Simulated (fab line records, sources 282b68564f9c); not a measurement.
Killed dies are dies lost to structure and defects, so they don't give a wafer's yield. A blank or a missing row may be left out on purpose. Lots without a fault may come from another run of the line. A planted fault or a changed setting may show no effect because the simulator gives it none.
A struck lot beside a sound one | flow rit_cmos | 15 steps out of a route of 202
Sound: wafers L331.2, L331.3, L331.4. Struck: wafers L346.2, L346.5, L346.6. The cause comes at the end.
At each step with rows: each side's tool, then ch and its chambers, then its first start. Under that, the readings that differ: sound wafers | struck wafers | difference of the means | sigmas: that difference in standard deviations of wafers without a fault.
alike: readings whose means differ by less than 2 such deviations, and words and numbers that are the same on both sides. not compared: withheld readings, readings that some wafer has no value for, bounds like >300 that may hide the same value, and numbers for which the record gives no deviation and whose values overlap.
The two part at a step that has a row with sigmas, a row that says differs or no value, or rows on one side only. Numbers that don't overlap but have no deviation are shown without sigmas and don't part them. A reading that every wafer of one side lacks parts them only if that side has two wafers or more.

first, 2 steps without rows for these wafers: RIT_PSD_HARDBAKE_07 (time 60 s); RIT_PSD_IMPLANT_08.
RIT_PSD_STRIP_09: strips in O2, time 180 s.
  sound on plasma_asher-03 ch 0,1, day 3 21:13; struck on plasma_asher-03 ch 0,1, day 7 00:07
  alike: drypump_motor_current_A
  not compared: rf_hours_counter_h
RIT_PSD_TW_MEAS_10:
  sound on film_metro-02, day 3 21:25; struck on film_metro-03, day 7 00:19
  reading | sound          | struck         | difference | sigmas
  PSD_TW  | 3442 3439 3432 | 3397 3391 3399 | -42        | -3
then, 3 steps without rows for these wafers: RIT_SDANNEAL_CLEAN_00 (cleans in SC1, time 600 s); RIT_SDANNEAL_CLEAN_01 (cleans in dHF, time 30 s); RIT_SDANNEAL_CLEAN_02 (cleans in SC2, time 600 s).
RIT_SDANNEAL_RTA_03: time 5 s.
  sound on rtp_anneal-01 ch 0, day 3 21:50; struck on rtp_anneal-02 ch 0, day 7 00:45
  alike: wafer_temp_C_max
RIT_SDANNEAL_RS_MEAS_04: measures by four-point-probe.
  sound on film_metro-02, day 3 21:54; struck on film_metro-03, day 7 00:52
  alike: PSD_RS
RIT_SDANNEAL_RS_MEAS_05: measures by four-point-probe.
  sound on film_metro-02, day 3 22:01; struck on film_metro-03, day 7 00:59
  alike: NSD_RS
RIT_SDANNEAL_RS_MEAS_06: measures by four-point-probe.
  sound on film_metro-02, day 3 22:08; struck on film_metro-03, day 7 01:06
  reading          | sound             | struck            | difference | sigmas
  PLDD_RS (ohm/sq) | 179.5 179.2 179.3 | 178.0 178.1 178.1 | -1.3       | -2
RIT_SDANNEAL_RS_MEAS_07: measures by four-point-probe.
  sound on film_metro-02, day 3 22:16; struck on film_metro-03, day 7 01:13
  alike: NLDD_RS
RIT_SILICIDE_WET_ETCH_00: etches SiO2 in BOE, target depth 14 nm, time 15 s.
  sound on wet_bench-04 ch 2, day 3 22:22; struck on wet_bench-04 ch 1, day 7 01:19
  no value came back on the struck wafers for bath_heat_duty_pct (%), temp_c (C); on the sound wafers bath_heat_duty_pct (%) reads 1.7 2.0 2.2
  not compared: model.SiO2_of_FOX2_OXIDATION_00.thk_nm
RIT_SILICIDE_SPUTTER_01: material Ti, target thk 30 nm, time 240 s.
  sound on pvd_sputter-02, day 3 22:22; struck on pvd_sputter-01, day 7 01:20
  alike: throttle_valve_pct
RIT_M1_PROBE_99:
  sound on prober-02, day 4 05:31; struck on prober-02, day 7 08:22
  reading             | sound | struck      | difference | sigmas
  killed_at_front_end | 7 8 6 | 264 264 264 | +257       | +95
  killed_dies         | 7 8 6 | 264 264 264 | +257       | +95
  killed_on_rim       | 2 1 2 | 70 70 70    | +68        | +57
  alike: killed_open, killed_short

WHERE THEY PART
First at RIT_PSD_TW_MEAS_10; last, within this record, at RIT_M1_PROBE_99.

WHY: what the simulator had put in
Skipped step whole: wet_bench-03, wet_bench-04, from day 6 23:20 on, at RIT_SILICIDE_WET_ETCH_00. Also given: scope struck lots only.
